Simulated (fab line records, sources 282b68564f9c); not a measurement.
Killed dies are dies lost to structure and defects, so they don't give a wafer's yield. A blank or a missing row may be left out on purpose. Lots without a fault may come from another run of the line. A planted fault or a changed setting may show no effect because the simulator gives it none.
Which tool did it? | flow rit_cmos | 7 lots, 21 wafers sampled, at 2 steps of a route of 202

WHAT THE GAUGES READ, wafer by wafer
RIT_PLDD_TW_MEAS_10.
lot  | measured    | on            | PLDD_TW
L317 | day 3 04:46 | film_metro-01 | 2323 2315 2314
L319 | day 3 15:08 | film_metro-04 | 2376 2378 2383
L321 | day 4 01:04 | film_metro-02 | 2357 2373 2360
L324 | day 4 16:23 | film_metro-04 | 2379 2382 2377
L326 | day 5 02:48 | film_metro-02 | 2633 2648 2639
L329 | day 5 14:04 | film_metro-02 | 2360 2355 2351
L335 | day 6 22:40 | film_metro-04 | 2367 2346 2347

WHICH TOOL RAN EACH LOT (tool, then ch and the chambers of the sampled wafers, then the start)
lot  | RIT_PLDD_IMPLANT_08
L317 | implanter-04 ch 0, day 3 04:26
L319 | implanter-03 ch 0, day 3 14:48
L321 | implanter-03 ch 0, day 4 00:44
L324 | implanter-03 ch 0, day 4 16:03
L326 | implanter-03 ch 0, day 5 02:28
L329 | implanter-04 ch 0, day 5 13:45
L335 | implanter-04 ch 0, day 6 22:20
- RIT_PLDD_IMPLANT_08

THE ANSWER, worked out from the rows above alone
Rule: what is usual is taken from the lots themselves. Put in order of their means at a reading, lots are off if they are a third of the lots or fewer, leave a main group of 4 or more, and stand apart from it by a gap of 3 or more times the standard deviation of the main group's means; of several such gaps the widest counts. A main group whose means are all the same, to the digits that the tables above print for the reading, isn't used. A lot without any number at a reading at which 4 lots or more have one is off too. The other lots that the step has rows for count as sound.
Off: L326, at RIT_PLDD_TW_MEAS_10 (PLDD_TW). The main group: mean 2358, standard deviation 21.
A tool fits if, at a process step before that reading, it ran every lot that is off, and no sound lot after the first of them. The gauges at RIT_PLDD_TW_MEAS_10 are tried like those tools. One fits: implanter-03 at RIT_PLDD_IMPLANT_08. Its last sound lot is L324 (day 4 16:03), its first lot that is off L326 (day 5 02:28): a fault that began between those two fits.

WHAT THE SIMULATOR HAD PUT IN
Process parameter drift: implanter-03, from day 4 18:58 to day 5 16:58, at RIT_PLDD_IMPLANT_08. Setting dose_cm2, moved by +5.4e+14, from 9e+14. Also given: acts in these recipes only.
Lots struck among those shown: L326. The rule above found the same.
